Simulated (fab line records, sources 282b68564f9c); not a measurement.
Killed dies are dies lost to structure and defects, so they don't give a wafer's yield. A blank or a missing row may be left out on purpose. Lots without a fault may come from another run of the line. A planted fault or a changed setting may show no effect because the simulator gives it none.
fab line records | flow rit_cmos
record lots=5 wafers=15 last_day=7
route steps=202 shown NSD@131 PSD@142 SDANNEAL@153 PLDD@159 NLDD@160 SILICIDE@161 CONTACT@168
lots that met no fault: from a run of the same line without faults
start_h: hours from the record's first day to the start of the lot's first wafer shown | wait_h: hours since the lot's step before | " the same as in the row above | L1.1+2: a row that stands for several wafers | - no value, or no start given | * or withheld: withheld | < > ~ a bound
route shown NAME@n: a module of which the file shows steps, and the number in the route of the first | usual: mean/standard deviation of fault-free wafers | same: alike in all rows | chamber/n: place in a boat | sites: the reading at each site | _std_site: their standard deviation | _edge_site: outer sites' mean less inner sites' | radius_mm: how far each site lies from the wafer's centre | mask NAME#n: copy n | behind: the tool/chamber that last shaped the wafer | hold: why the lot was held/for how many hours/how that ended | device: the transistor (n, p or np) that didn't switch | end of line: the same wafers' tests at the end of the route | a step without rows: its recipe alone | killed: dies lost to structure and defects at the first sort, not the wafer's yield | map: a wafer's dies, x killed, . not, _ none there
set.NAME: the setting as run; set.NAME@STEP: as run at that earlier step | model.NAME: the simulator's own value behind a step, which no gauge read
lots at some steps of the route; a table a step, a row a wafer
services: from which hour (start_h, from the record's first day; less than 0 if before it) a tool's chamber was out of use, for how many hours, and why
## steps
# step RIT_NSD_HMDS_00
# recipe prime_time_s=60 prime_temp_c=140
# same prime_time_s=60
# columns lot.wafer tool chamber start_h wait_h
L078.3+4+5 litho_track-04 0 66.65 0.1
L083.1+2+5 litho_track-04 0 91.27 0.1
L087.3+4+5 litho_track-04 0 112.42 0.1
L091.1+2+6 litho_track-04 0 130.13 0.1
L097.1+3+5 litho_track-02 0 162.25 0.1
# step RIT_NSD_COAT_01
# recipe resist=NOVOLAK spin_rpm=3250 resist_thk_nm=1000
# columns lot.wafer tool chamber start_h wait_h
L078.3+4+5 litho_track-04 0 66.80 0.1
L083.1+2+5 litho_track-04 0 91.42 0.1
L087.3+4+5 litho_track-04 0 112.57 0.1
L091.1+2+6 litho_track-04 0 130.28 0.1
L097.1+3+5 litho_track-02 0 162.40 0.1
# step RIT_NSD_SOFTBAKE_02
# recipe resist=NOVOLAK temp_c=90 time_s=60
# columns lot.wafer tool chamber start_h wait_h
L078.3+4+5 litho_track-04 0 66.95 0.1
L083.1+2+5 litho_track-04 0 91.57 0.1
L087.3+4+5 litho_track-04 0 112.72 0.1
L091.1+2+6 litho_track-04 0 130.43 0.1
L097.1+3+5 litho_track-02 0 162.55 0.1
# step RIT_NSD_EXPOSE_03
# recipe mask_id=M9 na=0.57 target_cd_nm=40700 dose_mj=250
# columns lot.wafer tool chamber start_h wait_h mask
L078.3+4+5 iline_stepper-02 0 67.22 0.2 M9#0
L083.1+2+5 iline_stepper-01 0 91.72 0.1 M9#0
L087.3+4+5 iline_stepper-02 0 112.86 0.1 M9#0
L091.1+2+6 iline_stepper-01 0 130.58 0.1 M9#0
L097.1+3+5 iline_stepper-01 0 162.70 0.1 M9#0
# step RIT_NSD_PEB_04
# recipe resist=NOVOLAK temp_c=withheld time_s=withheld
# columns lot.wafer tool chamber start_h wait_h
L078.3+4+5 litho_track-04 0 67.35 0.1
L083.1+2+5 litho_track-04 0 91.84 0.1
L087.3+4+5 litho_track-02 0 112.99 0.1
L091.1+2+6 litho_track-04 0 130.70 0.1
L097.1+3+5 litho_track-02 0 162.81 0.1
# step RIT_NSD_DEVELOP_05
# recipe resist=NOVOLAK develop_time_s=50 dev_temp_c=23
# columns lot.wafer tool chamber start_h wait_h
L078.3+4+5 litho_track-04 0 - -
L083.1+2+5 litho_track-04 0 - -
L087.3+4+5 litho_track-02 0 - -
L091.1+2+6 litho_track-04 0 - -
L097.1+3+5 litho_track-02 0 - -
# step RIT_NSD_OVL_MEAS_06
# usual NSD_OVL=0.1/1.3
# columns lot.wafer tool chamber start_h wait_h NSD_OVL[nm]
L078.3 overlay-01 - 67.59 - -1.8
L078.4 " - " " 1.4
L078.5 " - " " -1.0
L083.1 overlay-01 - 92.12 - -3.1
L083.2 " - " " -3.1
L083.5 " - " " -2.1
L087.3 overlay-01 - 113.23 - -0.7
L087.4 " - " " 0.0
L087.5 " - " " 0.2
L091.1 overlay-02 - 130.98 - -0.2
L091.2 " - " " 0.1
L091.6 " - " " 0.7
L097.1 overlay-01 - 163.10 - 1.5
L097.3 " - " " 0.6
L097.5 " - " " 1.2
# step RIT_NSD_HARDBAKE_07
# recipe resist=NOVOLAK temp_c=140 time_s=60
# columns lot.wafer tool chamber start_h wait_h
L078.3+4+5 litho_track-04 0 67.67 0.1
L083.1+2+5 litho_track-04 0 92.15 0.0
L087.3+4+5 litho_track-01 0 113.31 0.1
L091.1+2+6 litho_track-04 0 131.02 0.0
L097.1+3+5 litho_track-01 0 163.13 0.0
# step RIT_NSD_IMPLANT_08
# recipe species=P energy_kev=25 dose_cm2=1e+15 tilt_deg=7
# same implant_ion_amu=31
# columns lot.wafer tool chamber start_h wait_h
L078.3+4+5 implanter-03 0 67.82 0.1
L083.1+2+5 implanter-02 0 92.30 0.1
L087.3+4+5 implanter-04 0 113.46 0.1
L091.1+2+6 implanter-02 0 131.17 0.1
L097.1+3+5 implanter-03 0 163.28 0.1
# step RIT_NSD_STRIP_09
# recipe chemistry=O2 time_s=180 resist=NOVOLAK platen_temp_c=withheld power_w=500 pressure_mtorr=4000 o2_flow_sccm=4000
# usual drypump_motor_current_A=5.5/0.4
# columns lot.wafer tool chamber start_h wait_h drypump_motor_current_A rf_hours_counter_h
L078.3 plasma_asher-04 0 67.97 0.1 5.7 -
L078.4 " 1 " " 5.6 -
L078.5 " 1 " " 5.5 -
L083.1 plasma_asher-01 0 92.45 0.1 4.8 29
L083.2 " 1 " " 5.8 29
L083.5 " 1 " " 5.8 -
L087.3 plasma_asher-02 1 113.62 0.1 5.7 -
L087.4 " 0 " " 5.3 -
L087.5 " 1 " " 5.7 -
L091.1 plasma_asher-04 0 131.32 0.1 5.8 2
L091.2 " 1 " " 5.5 2
L091.6 " 1 " " 5.5 -
L097.1 plasma_asher-01 0 163.43 0.1 4.8 36
L097.3 " 1 " " 5.9 -
L097.5 " 0 " " 4.8 -
# step RIT_NSD_TW_MEAS_10
# usual NSD_TW=3102/30
# columns lot.wafer tool chamber start_h wait_h NSD_TW
L078.3 film_metro-02 - 68.11 0.1 3096
L078.4 " - " " 3075
L078.5 " - " " 3098
L083.1 film_metro-01 - 92.63 0.1 3151
L083.2 " - " " 3127
L083.5 " - " " 3155
L087.3 film_metro-02 - 113.75 0.1 3079
L087.4 " - " " 3071
L087.5 " - " " 3074
L091.1 film_metro-02 - 131.49 0.1 3107
L091.2 " - " " 3098
L091.6 " - " " 3088
L097.1 film_metro-03 - 163.61 0.1 3059
L097.3 " - " " 3052
L097.5 " - " " 3045
# step RIT_PSD_HMDS_00
# recipe prime_time_s=60 prime_temp_c=140
# same prime_time_s=60
# columns lot.wafer tool chamber start_h wait_h
L078.3+4+5 litho_track-02 0 68.20 0.1
L083.1+2+5 litho_track-02 0 92.69 0.1
L087.3+4+5 litho_track-03 0 113.84 0.1
L091.1+2+6 litho_track-02 0 131.55 0.1
L097.1+3+5 litho_track-04 0 163.67 0.1
# step RIT_PSD_COAT_01
# recipe resist=NOVOLAK spin_rpm=3250 resist_thk_nm=1000
# columns lot.wafer tool chamber start_h wait_h
L078.3+4+5 litho_track-02 0 68.35 0.1
L083.1+2+5 litho_track-02 0 92.84 0.1
L087.3+4+5 litho_track-03 0 113.99 0.1
L091.1+2+6 litho_track-02 0 131.70 0.1
L097.1+3+5 litho_track-04 0 163.82 0.1
# step RIT_PSD_SOFTBAKE_02
# recipe resist=NOVOLAK temp_c=90 time_s=60
# columns lot.wafer tool chamber start_h wait_h
L078.3+4+5 litho_track-02 0 68.50 0.1
L083.1+2+5 litho_track-02 0 92.99 0.1
L087.3+4+5 litho_track-03 0 114.14 0.1
L091.1+2+6 litho_track-02 0 131.85 0.1
L097.1+3+5 litho_track-04 0 163.97 0.1
# step RIT_PSD_EXPOSE_03
# recipe mask_id=M10 na=0.57 target_cd_nm=40900 dose_mj=250
# columns lot.wafer tool chamber start_h wait_h mask
L078.3+4+5 iline_stepper-02 0 68.76 0.2 M10#0
L083.1+2+5 iline_stepper-02 0 93.26 0.2 M10#0
L087.3+4+5 iline_stepper-01 0 114.28 0.1 M10#0
L091.1+2+6 iline_stepper-02 0 132.00 0.1 M10#0
L097.1+3+5 iline_stepper-02 0 164.24 0.2 M10#0
# step RIT_PSD_PEB_04
# recipe resist=NOVOLAK temp_c=withheld time_s=withheld
# columns lot.wafer tool chamber start_h wait_h
L078.3+4+5 litho_track-03 0 68.89 0.1
L083.1+2+5 litho_track-04 0 93.38 0.1
L087.3+4+5 litho_track-04 0 114.48 0.2
L091.1+2+6 litho_track-02 0 132.12 0.1
L097.1+3+5 litho_track-03 0 164.43 0.2
# step RIT_PSD_DEVELOP_05
# recipe resist=NOVOLAK develop_time_s=50 dev_temp_c=23
# columns lot.wafer tool chamber start_h wait_h
L078.3+4+5 litho_track-03 0 - -
L083.1+2+5 litho_track-04 0 - -
L087.3+4+5 litho_track-04 0 - -
L091.1+2+6 litho_track-02 0 - -
L097.1+3+5 litho_track-03 0 - -
# step RIT_PSD_OVL_MEAS_06
# usual PSD_OVL=-0.2/1.4
# columns lot.wafer tool chamber start_h wait_h PSD_OVL[nm]
L078.3 overlay-01 - 69.14 - 0.7
L078.4 " - " " -1.6
L078.5 " - " " -1.4
L083.1 overlay-01 - 93.66 - 0.4
L083.2 " - " " -0.9
L083.5 " - " " -0.9
L087.3 overlay-02 - 114.72 - -1.7
L087.4 " - " " -1.8
L087.5 " - " " -1.8
L091.1 overlay-02 - 132.40 - 0.8
L091.2 " - " " -0.4
L091.6 " - " " 1.3
L097.1 overlay-02 - 164.71 - -1.7
L097.3 " - " " -1.9
L097.5 " - " " -1.7
# step RIT_PSD_HARDBAKE_07
# recipe resist=NOVOLAK temp_c=140 time_s=60
# columns lot.wafer tool chamber start_h wait_h
L078.3+4+5 litho_track-03 0 69.21 0.1
L083.1+2+5 litho_track-04 0 93.70 0.0
L087.3+4+5 litho_track-02 0 114.88 0.2
L091.1+2+6 litho_track-03 0 132.44 0.0
L097.1+3+5 litho_track-03 0 164.75 0.0
# step RIT_PSD_IMPLANT_08
# recipe species=BF2 energy_kev=27 dose_cm2=5e+15 tilt_deg=7
# same implant_ion_amu=49
# columns lot.wafer tool chamber start_h wait_h
L078.3+4+5 implanter-01 0 69.36 0.1
L083.1+2+5 implanter-02 0 93.85 0.1
L087.3+4+5 implanter-01 0 115.03 0.1
L091.1+2+6 implanter-01 0 132.59 0.1
L097.1+3+5 implanter-01 0 164.90 0.1
# step RIT_PSD_STRIP_09
# recipe chemistry=O2 time_s=180 resist=NOVOLAK platen_temp_c=withheld power_w=500 pressure_mtorr=4000 o2_flow_sccm=4000
# usual drypump_motor_current_A=5.4/0.44
# columns lot.wafer tool chamber start_h wait_h drypump_motor_current_A rf_hours_counter_h
L078.3 plasma_asher-01 1 69.52 0.1 5.8 -
L078.4 " 0 " " 4.8 -
L078.5 " 1 " " 5.8 -
L083.1 plasma_asher-02 1 94.00 0.1 5.7 46
L083.2 " 0 " " 5.3 46
L083.5 " 0 " " 5.3 -
L087.3 plasma_asher-01 1 115.19 0.1 5.9 -
L087.4 " 0 " " 4.8 -
L087.5 " 0 " " 4.8 -
L091.1 plasma_asher-01 1 132.74 0.1 5.9 33
L091.2 " 0 " " 4.8 33
L091.6 " 0 " " 4.8 -
L097.1 plasma_asher-02 1 165.05 0.1 5.7 54
L097.3 " 1 " " 5.7 -
L097.5 " 0 " " 5.3 -
# step RIT_PSD_TW_MEAS_10
# usual PSD_TW=3397/28
# columns lot.wafer tool chamber start_h wait_h PSD_TW
L078.3 film_metro-03 - 69.66 0.1 3366
L078.4 " - " " 3399
L078.5 " - " " 3358
L083.1 film_metro-03 - 94.18 0.1 3387
L083.2 " - " " 3389
L083.5 " - " " 3391
L087.3 film_metro-03 - 115.33 0.1 3387
L087.4 " - " " 3364
L087.5 " - " " 3354
L091.1 film_metro-03 - 132.91 0.1 3370
L091.2 " - " " 3371
L091.6 " - " " 3403
L097.1 film_metro-03 - 165.23 0.1 3374
L097.3 " - " " 3362
L097.5 " - " " 3343
# step RIT_SDANNEAL_CLEAN_00
# recipe chemistry=SC1 mix=3:3:50 time_s=572.4 temp_c=75
# columns lot.wafer tool chamber start_h wait_h
L078.3+4+5 wet_bench-03 1 69.70 0.0
L083.1+2+5 wet_bench-01 3 94.24 0.1
L087.3+4+5 wet_bench-02 3 115.37 0.0
L091.1+2+6 wet_bench-03 0 132.97 0.1
L097.1+3+5 wet_bench-01 3 165.29 0.1
# step RIT_SDANNEAL_CLEAN_01
# recipe chemistry=dHF dilution=50:1 time_s=30
# columns lot.wafer tool chamber start_h wait_h
L078.3+4+5 wet_bench-01 2 69.87 0.0
L083.1+2+5 wet_bench-03 3 94.43 0.0
L087.3+4+5 wet_bench-03 1 115.54 0.0
L091.1+2+6 wet_bench-02 1 133.15 0.0
L097.1+3+5 wet_bench-03 0 165.48 0.0
# step RIT_SDANNEAL_CLEAN_02
# recipe chemistry=SC2 mix=3:3:50 time_s=600 temp_c=75 dry=n2_spin
# columns lot.wafer tool chamber start_h wait_h
L078.3+4+5 wet_bench-02 3 69.89 0.0
L083.1+2+5 wet_bench-01 2 94.44 0.0
L087.3+4+5 wet_bench-03 1 115.56 0.0
L091.1+2+6 wet_bench-01 3 133.17 0.0
L097.1+3+5 wet_bench-01 2 165.49 0.0
# step RIT_SDANNEAL_RTA_03
# recipe temp_c=1050 time_s=5 idle_temp_c=600 ramp_up_c_per_s=342 ramp_down_c_per_s=171 cool_to_c=600 ambient=N2
# usual wafer_temp_C_max=1053.6/1.3
# columns lot.wafer tool chamber start_h wait_h wafer_temp_C_max
L078.3 rtp_anneal-01 0 70.08 0.0 1054.6
L078.4 " 0 " " 1054.6
L078.5 " 0 " " 1053.0
L083.1 rtp_anneal-02 0 94.63 0.0 1053.5
L083.2 " 0 " " 1052.9
L083.5 " 0 " " 1051.8
L087.3 rtp_anneal-02 0 115.75 0.0 1053.5
L087.4 " 0 " " 1054.1
L087.5 " 0 " " 1052.1
L091.1 rtp_anneal-02 0 133.37 0.0 1054.7
L091.2 " 0 " " 1055.0
L091.6 " 0 " " 1052.8
L097.1 rtp_anneal-02 0 165.68 0.0 1051.6
L097.3 " 0 " " 1053.6
L097.5 " 0 " " 1054.4
# step RIT_SDANNEAL_RS_MEAS_04
# recipe thk_meas_gauge=four-point-probe
# usual PSD_RS=115.93/0.25
# columns lot.wafer tool chamber start_h wait_h PSD_RS[ohm/sq]
L078.3 film_metro-03 - 70.16 0.1 116.35
L078.4 " - " " 116.01
L078.5 " - " " 115.95
L083.1 film_metro-02 - 94.69 0.0 116.24
L083.2 " - " " 116.01
L083.5 " - " " 116.07
L087.3 film_metro-01 - 115.83 0.1 116.04
L087.4 " - " " 115.99
L087.5 " - " " 115.89
L091.1 film_metro-01 - 133.43 0.0 116.15
L091.2 " - " " 116.01
L091.6 " - " " 116.00
L097.1 film_metro-02 - 165.74 0.0 115.52
L097.3 " - " " 115.88
L097.5 " - " " 115.97
# step RIT_SDANNEAL_RS_MEAS_05
# recipe thk_meas_gauge=four-point-probe
# usual NSD_RS=84.57/0.22
# columns lot.wafer tool chamber start_h wait_h NSD_RS[ohm/sq]
L078.3 film_metro-03 - 70.28 0.1 84.87
L078.4 " - " " 84.36
L078.5 " - " " 84.51
L083.1 film_metro-02 - 94.81 0.1 84.40
L083.2 " - " " 84.55
L083.5 " - " " 84.43
L087.3 film_metro-01 - 115.95 0.1 84.85
L087.4 " - " " 84.58
L087.5 " - " " 84.70
L091.1 film_metro-01 - 133.55 0.1 84.39
L091.2 " - " " 84.51
L091.6 " - " " 84.60
L097.1 film_metro-02 - 165.86 0.1 84.77
L097.3 " - " " 84.71
L097.5 " - " " 84.77
# step RIT_SDANNEAL_RS_MEAS_06
# recipe thk_meas_gauge=four-point-probe
# usual PLDD_RS=178.8/0.45
# columns lot.wafer tool chamber start_h wait_h PLDD_RS[ohm/sq]
L078.3 film_metro-03 - 70.40 0.1 179.8
L078.4 " - " " 178.5
L078.5 " - " " 179.1
L083.1 film_metro-02 - 94.93 0.1 179.2
L083.2 " - " " 179.5
L083.5 " - " " 179.1
L087.3 film_metro-01 - 116.07 0.1 178.6
L087.4 " - " " 179.0
L087.5 " - " " 178.8
L091.1 film_metro-01 - 133.67 0.1 178.6
L091.2 " - " " 178.3
L091.6 " - " " 178.9
L097.1 film_metro-02 - 165.98 0.1 177.7
L097.3 " - " " 178.7
L097.5 " - " " 178.4
# step RIT_SDANNEAL_RS_MEAS_07
# recipe thk_meas_gauge=four-point-probe
# usual NLDD_RS=151.5/0.51
# columns lot.wafer tool chamber start_h wait_h NLDD_RS[ohm/sq]
L078.3 film_metro-03 - 70.52 0.1 150.5
L078.4 " - " " 150.5
L078.5 " - " " 150.9
L083.1 film_metro-02 - 95.05 0.1 151.5
L083.2 " - " " 151.3
L083.5 " - " " 152.0
L087.3 film_metro-01 - 116.19 0.1 151.1
L087.4 " - " " 150.9
L087.5 " - " " 151.5
L091.1 film_metro-01 - 133.79 0.1 151.9
L091.2 " - " " 152.4
L091.6 " - " " 151.7
L097.1 film_metro-02 - 166.10 0.1 151.1
L097.3 " - " " 151.1
L097.5 " - " " 151.5
# step RIT_SILICIDE_WET_ETCH_00
# recipe chemistry=BOE target=SiO2 target_depth_nm=14 time_s=15 dry=n2_spin dilution=10:1 temp_c=21.5
# columns lot.wafer tool chamber start_h wait_h
L078.3+4+5 wet_bench-03 3 70.60 0.1
L083.1+2+5 wet_bench-03 0 95.17 0.1
L087.3+4+5 wet_bench-03 2 116.27 0.1
L091.1+2+6 wet_bench-04 2 133.91 0.1
L097.1+3+5 wet_bench-03 2 166.22 0.1
# step RIT_SILICIDE_SPUTTER_01
# recipe material=Ti target_thk_nm=30 power_w=350 chamber_pressure_pa=0.6436 gas=Ar time_s=240 substrate_temp_c=25
# usual throttle_valve_pct=29.7/0.74
# columns lot.wafer tool chamber start_h wait_h throttle_valve_pct
L078.3 pvd_sputter-01 - 70.61 0.0 30.1
L078.4 " - " " 30.4
L078.5 " - " " 29.2
L083.1 pvd_sputter-04 - 95.18 0.0 29.6
L083.2 " - " " 30.5
L083.5 " - " " 29.2
L087.3 pvd_sputter-03 - 116.28 0.0 28.0
L087.4 " - " " 30.0
L087.5 " - " " 28.9
L091.1 pvd_sputter-03 - 133.93 0.0 27.8
L091.2 " - " " 28.8
L091.6 " - " " 30.7
L097.1 pvd_sputter-04 - 166.24 0.0 29.6
L097.3 " - " " 29.0
L097.5 " - " " 29.4
# step RIT_SILICIDE_RS_MEAS_02
# recipe thk_meas_gauge=four-point-probe reads=Ti_of_SILICIDE_SPUTTER_01
# usual SILICIDE_TI_RS=44.4/0.57
# columns lot.wafer tool chamber start_h wait_h SILICIDE_TI_RS[ohm/sq]
L078.3 film_metro-04 - 70.80 0.1 44.6
L078.4 " - " " 44.8
L078.5 " - " " 44.9
L083.1 film_metro-03 - 95.33 0.1 45.7
L083.2 " - " " 45.3
L083.5 " - " " 44.9
L087.3 film_metro-04 - 116.47 0.1 44.6
L087.4 " - " " 44.8
L087.5 " - " " 44.5
L091.1 film_metro-02 - 134.08 0.1 43.1
L091.2 " - " " 43.4
L091.6 " - " " 43.6
L097.1 film_metro-04 - 166.39 0.1 44.3
L097.3 " - " " 44.9
L097.5 " - " " 44.3
# step RIT_SILICIDE_THK_MEAS_03
# recipe thk_meas_gauge=xrf reads=Ti_of_SILICIDE_SPUTTER_01
# usual SILICIDE_TI_THK=30.1/0.33
# columns lot.wafer tool chamber start_h wait_h SILICIDE_TI_THK[nm]
L078.3 film_metro-04 - 70.90 0.1 30.0
L078.4 " - " " 29.8
L078.5 " - " " 29.8
L083.1 film_metro-03 - 95.45 0.1 29.5
L083.2 " - " " 29.6
L083.5 " - " " 29.9
L087.3 film_metro-04 - 116.57 0.1 29.9
L087.4 " - " " 29.8
L087.5 " - " " 29.9
L091.1 film_metro-02 - 134.20 0.1 30.8
L091.2 " - " " 30.6
L091.6 " - " " 30.5
L097.1 film_metro-04 - 166.51 0.1 30.0
L097.3 " - " " 29.7
L097.5 " - " " 30.1
# step RIT_SILICIDE_RTA_04
# recipe temp_c=650 time_s=10 idle_temp_c=25 ramp_up_s=5 ramp_down_s=5 cool_to_c=25 ambient=N2
# usual wafer_temp_C_max=652.5/0.58
# columns lot.wafer tool chamber start_h wait_h wafer_temp_C_max
L078.3 rtp_anneal-02 0 70.97 0.1 652.8
L078.4 " 0 " " 652.7
L078.5 " 0 " " 652.7
L083.1 rtp_anneal-01 0 95.51 0.1 652.0
L083.2 " 0 " " 652.1
L083.5 " 0 " " 652.1
L087.3 rtp_anneal-01 0 116.64 0.1 652.2
L087.4 " 0 " " 653.3
L087.5 " 0 " " 652.7
L091.1 rtp_anneal-01 0 134.26 0.1 652.0
L091.2 " 0 " " 652.3
L091.6 " 0 " " 652.7
L097.1 rtp_anneal-01 0 166.57 0.1 651.7
L097.3 " 0 " " 651.8
L097.5 " 0 " " 652.6
# step RIT_SILICIDE_WET_ETCH_05
# recipe chemistry=SPM target=Ti temp_c=90 time_s=120 dry=n2_spin
# columns lot.wafer tool chamber start_h wait_h
L078.3+4+5 wet_bench-02 1 71.01 0.0
L083.1+2+5 wet_bench-03 2 95.58 0.1
L087.3+4+5 wet_bench-02 0 116.68 0.0
L091.1+2+6 wet_bench-03 3 134.32 0.1
L097.1+3+5 wet_bench-02 0 166.63 0.1
# step RIT_SILICIDE_RTA_06
# recipe temp_c=750 time_s=10 idle_temp_c=25 ramp_up_s=5 ramp_down_s=10 cool_to_c=25 ambient=N2
# usual wafer_temp_C_max=753.0/0.79
# columns lot.wafer tool chamber start_h wait_h wafer_temp_C_max
L078.3 rtp_anneal-01 0 71.10 0.0 753.0
L078.4 " 0 " " 753.1
L078.5 " 0 " " 752.9
L083.1 rtp_anneal-02 0 95.62 0.0 753.6
L083.2 " 0 " " 752.9
L083.5 " 0 " " 753.1
L087.3 rtp_anneal-02 0 116.74 0.0 752.6
L087.4 " 0 " " 752.3
L087.5 " 0 " " 753.7
L091.1 rtp_anneal-02 0 134.36 0.0 752.9
L091.2 " 0 " " 752.5
L091.6 " 0 " " 755.0
L097.1 rtp_anneal-02 0 166.68 0.0 753.6
L097.3 " 0 " " 753.1
L097.5 " 0 " " 754.3
# step RIT_CONTACT_CVD_00
# recipe material=SiO2 target_thk_nm=400 precursor=TEOS temp_c=390 time_s=61 rf_w=400
# usual heater_power_w=284/38 rf_fwd_power_W=396.9/1.7
# columns lot.wafer tool chamber start_h wait_h heater_power_w rf_fwd_power_W
L078.3 pecvd-03 2 71.19 0.1 214 397.6
L078.4 " 1 " " 243 395.9
L078.5 " 0 " " 327 395.5
L083.1 pecvd-01 0 95.69 0.1 322 398.4
L083.2 " 1 " " 219 397.7
L083.5 " 0 " " 338 397.6
L087.3 pecvd-03 1 116.79 0.0 333 397.0
L087.4 " 1 " " 322 395.2
L087.5 " 2 " " 258 397.3
L091.1 pecvd-04 2 134.43 0.1 243 395.7
L091.2 " 1 " " 323 398.1
L091.6 " 2 " " 259 393.2
L097.1 pecvd-01 2 166.74 0.1 285 395.6
L097.3 " 1 " " 272 396.8
L097.5 " 2 " " 291 396.2
# step RIT_CONTACT_THK_MEAS_01
# recipe reads=SiO2_of_CONTACT_CVD_00
# usual CONTACT_TEOS_THK=399/5.3
# columns lot.wafer tool chamber start_h wait_h CONTACT_TEOS_THK[nm]
L078.3 film_metro-03 - 71.26 0.0 402
L078.4 " - " " 402
L078.5 " - " " 407
L083.1 film_metro-04 - 95.74 0.0 394
L083.2 " - " " 403
L083.5 " - " " 407
L087.3 film_metro-01 - 116.86 0.0 392
L087.4 " - " " 398
L087.5 " - " " 400
L091.1 film_metro-03 - 134.48 0.0 391
L091.2 " - " " 402
L091.6 " - " " 399
L097.1 film_metro-04 - 166.79 0.0 398
L097.3 " - " " 400
L097.5 " - " " 401
# step RIT_CONTACT_HMDS_02
# recipe prime_time_s=60 prime_temp_c=140
# same prime_time_s=60
# columns lot.wafer tool chamber start_h wait_h
L078.3+4+5 litho_track-03 0 71.35 0.1
L083.1+2+5 litho_track-02 0 95.95 0.2
L087.3+4+5 litho_track-02 0 116.95 0.1
L091.1+2+6 litho_track-01 0 134.54 0.1
L097.1+3+5 litho_track-02 0 166.85 0.1
# step RIT_CONTACT_COAT_03
# recipe resist=NOVOLAK spin_rpm=3250 resist_thk_nm=1000
# columns lot.wafer tool chamber start_h wait_h
L078.3+4+5 litho_track-03 0 71.50 0.1
L083.1+2+5 litho_track-02 0 96.10 0.1
L087.3+4+5 litho_track-02 0 117.10 0.1
L091.1+2+6 litho_track-01 0 134.69 0.1
L097.1+3+5 litho_track-02 0 167.00 0.1
# step RIT_CONTACT_SOFTBAKE_04
# recipe resist=NOVOLAK temp_c=89.14 time_s=60
# columns lot.wafer tool chamber start_h wait_h
L078.3+4+5 litho_track-03 0 71.65 0.1
L083.1+2+5 litho_track-02 0 96.25 0.1
L087.3+4+5 litho_track-02 0 117.25 0.1
L091.1+2+6 litho_track-01 0 134.84 0.1
L097.1+3+5 litho_track-02 0 167.15 0.1
# step RIT_CONTACT_EXPOSE_05
# recipe mask_id=M11 na=0.6 source_shape=conventional sigma_outer=0.5 target_cd_nm=1000 dose_mj=250
# same sigma_outer=0.5
# columns lot.wafer tool chamber start_h wait_h mask
L078.3+4+5 iline_stepper-01 0 71.79 0.1 M11#0
L083.1+2+5 iline_stepper-02 0 96.57 0.3 M11#0
L087.3+4+5 iline_stepper-01 0 117.51 0.2 M11#0
L091.1+2+6 iline_stepper-01 0 134.99 0.1 M11#0
L097.1+3+5 iline_stepper-01 0 167.30 0.1 M11#0
# step RIT_CONTACT_PEB_06
# recipe resist=NOVOLAK temp_c=withheld time_s=withheld
# columns lot.wafer tool chamber start_h wait_h
L078.3+4+5 litho_track-01 0 71.91 0.1
L083.1+2+5 litho_track-03 0 96.77 0.2
L087.3+4+5 litho_track-01 0 117.64 0.1
L091.1+2+6 litho_track-02 0 135.11 0.1
L097.1+3+5 litho_track-02 0 167.42 0.1
# step RIT_CONTACT_DEVELOP_07
# recipe resist=NOVOLAK develop_time_s=120 dev_temp_c=23
# columns lot.wafer tool chamber start_h wait_h
L078.3+4+5 litho_track-01 0 - -
L083.1+2+5 litho_track-03 0 - -
L087.3+4+5 litho_track-01 0 - -
L091.1+2+6 litho_track-02 0 - -
L097.1+3+5 litho_track-02 0 - -
# step RIT_CONTACT_CD_MEAS_08
# recipe target_cd_nm=1000
# usual cd_nm=1000.1/2.3
# columns lot.wafer tool chamber start_h wait_h cd_nm
L078.3 cd_sem-02 - 72.30 - 1001.4
L078.4 " - " " 1003.8
L078.5 " - " " 1003.8
L083.1 cd_sem-01 - 97.17 - 996.5
L083.2 " - " " 998.3
L083.5 " - " " 996.9
L087.3 cd_sem-01 - 118.03 - 995.2
L087.4 " - " " 997.0
L087.5 " - " " 997.4
L091.1 cd_sem-02 - 135.51 - 998.2
L091.2 " - " " 1000.6
L091.6 " - " " 1000.1
L097.1 cd_sem-01 - 167.82 - 1000.7
L097.3 " - " " 1003.3
L097.5 " - " " 1002.0
# step RIT_CONTACT_OVL_MEAS_09
# usual CONTACT_OVL=-0.1/1.4
# columns lot.wafer tool chamber start_h wait_h CONTACT_OVL[nm]
L078.3 overlay-02 - 72.40 0.1 -2.4
L078.4 " - " " -0.8
L078.5 " - " " -2.1
L083.1 overlay-01 - 97.29 0.1 0.5
L083.2 " - " " 0.3
L083.5 " - " " -0.5
L087.3 overlay-01 - 118.12 0.1 0.8
L087.4 " - " " -1.0
L087.5 " - " " 0.6
L091.1 overlay-02 - 135.63 0.1 -1.2
L091.2 " - " " -2.1
L091.6 " - " " -1.9
L097.1 overlay-01 - 167.94 0.1 -0.9
L097.3 " - " " 0.0
L097.5 " - " " 0.0
# step RIT_CONTACT_HARDBAKE_10
# recipe resist=NOVOLAK temp_c=140 time_s=60
# columns lot.wafer tool chamber start_h wait_h
L078.3+4+5 litho_track-03 0 72.47 0.1
L083.1+2+5 litho_track-03 0 97.32 0.0
L087.3+4+5 litho_track-02 0 118.20 0.1
L091.1+2+6 litho_track-02 0 135.66 0.0
L097.1+3+5 litho_track-01 0 167.98 0.0
## services
# columns tool chamber start_h hours kind
pvd_sputter-03 - 46.65 8.4 repair
pvd_sputter-04 - 48.98 4.7 repair
plasma_asher-04 - 54.47 2.2 repair
wet_bench-03 - 56.80 3.3 repair
pecvd-01 - 58.50 1.1 repair
pvd_sputter-04 - 58.62 0.5 repair
pvd_sputter-03 - 65.27 1.1 repair
plasma_asher-01 - 70.32 15.6 pm
pvd_sputter-04 - 72.06 4.4 repair
pecvd-04 - 83.38 1.6 repair
iline_stepper-01 - 92.55 2.1 pm
iline_stepper-01 - 95.12 1.7 pm
plasma_asher-04 - 108.75 9.0 pm
wet_bench-04 - 114.28 4.6 repair
implanter-03 - 115.19 9.1 pm
implanter-04 - 118.21 3.3 pm
plasma_asher-02 - 122.05 2.1 repair
pecvd-03 1 122.06 20.6 repair
implanter-03 - 131.97 2.2 repair
implanter-03 - 134.20 3.1 pm
iline_stepper-02 - 134.84 8.9 pm
implanter-03 - 154.32 0.6 repair
pecvd-03 0 158.79 6.6 repair
implanter-02 - 162.48 2.0 pm
## key
fault none
